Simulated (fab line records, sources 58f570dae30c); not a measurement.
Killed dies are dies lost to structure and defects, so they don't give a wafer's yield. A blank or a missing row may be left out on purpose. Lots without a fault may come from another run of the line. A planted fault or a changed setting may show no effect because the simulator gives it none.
A struck lot beside a sound one | flow berkeley_cmos170 | 14 steps out of a route of 331
Sound: wafers L476.1, L476.4, L476.5. Struck: wafers L463.1, L463.2, L463.3. The cause comes at the end.
At each step with rows: each side's tool, then ch and its chambers, then its first start. Under that, the readings that differ: sound wafers | struck wafers | difference of the means | sigmas: that difference in standard deviations of wafers without a fault.
alike: readings whose means differ by less than 2 such deviations, and words and numbers that are the same on both sides. not compared: withheld readings, readings that some wafer has no value for, bounds like >300 that may hide the same value, and numbers for which the record gives no deviation and whose values overlap.
The two part at a step that has a row with sigmas, a row that says differs or no value, or rows on one side only. Numbers that don't overlap but have no deviation are shown without sigmas and don't part them. A reading that every wafer of one side lacks parts them only if that side has two wafers or more.

first, 3 steps without rows for these wafers: UCB170_PSD_EXPOSE_03 (exposes mask PSELECT MOD, target cd 1200 nm); UCB170_PSD_PEB_04; UCB170_PSD_DEVELOP_05 (develop time 45 s).
UCB170_PSD_CD_MEAS_06: target cd 1200 nm.
  sound on cd_sem-02, day 11 00:18; struck on cd_sem-01, day 8 02:13
  alike: cd_nm
UCB170_PSD_OVL_MEAS_07:
  sound on overlay-01, day 11 00:25; struck on overlay-02, day 8 02:20
  alike: PSD_OVL
then, 1 step without rows for these wafers: UCB170_PSD_IMPLANT_08.
UCB170_PSD_STRIP_09: strips in O2.
  sound on plasma_asher-04 ch 0,1, day 11 00:37; struck on plasma_asher-02 ch 0,1, day 8 02:31
  alike: drypump_motor_current_A, oes_product_au, strip_time_to_endpoint_s
  not compared: rf_hours_counter_h
UCB170_PSD_TW_MEAS_10:
  sound on film_metro-01, day 11 00:43; struck on film_metro-03, day 8 02:37
  reading | sound          | struck         | difference | sigmas
  PSD_TW  | 2304 2287 2298 | 2328 2335 2333 | +36        | +2
then, 4 steps without rows for these wafers: UCB170_PSD_CLEAN_11 (cleans in SPM, time 600 s); UCB170_NSD_HMDS_00 (prime time 60 s); UCB170_NSD_COAT_01 (resist thk 900 nm); UCB170_NSD_SOFTBAKE_02 (time 60 s).
UCB170_NSD_EXPOSE_03: exposes mask NSELECT MOD, target cd 1200 nm.
  sound on krf_scanner-02 ch 0, day 11 02:01; struck on krf_scanner-01, day 8 03:56
  no value came back on the struck wafers for exposure_dose_mJ_cm2, focus_offset_nm (nm), stage_vel_mm_s (mm/s); on the sound wafers exposure_dose_mJ_cm2 reads 30.21 30.19 30.18
  alike: mask
then, 1 step without rows for these wafers: UCB170_NSD_PEB_04.

WHERE THEY PART
First at UCB170_PSD_TW_MEAS_10; last, within this record, at UCB170_NSD_EXPOSE_03.

WHY: what the simulator had put in
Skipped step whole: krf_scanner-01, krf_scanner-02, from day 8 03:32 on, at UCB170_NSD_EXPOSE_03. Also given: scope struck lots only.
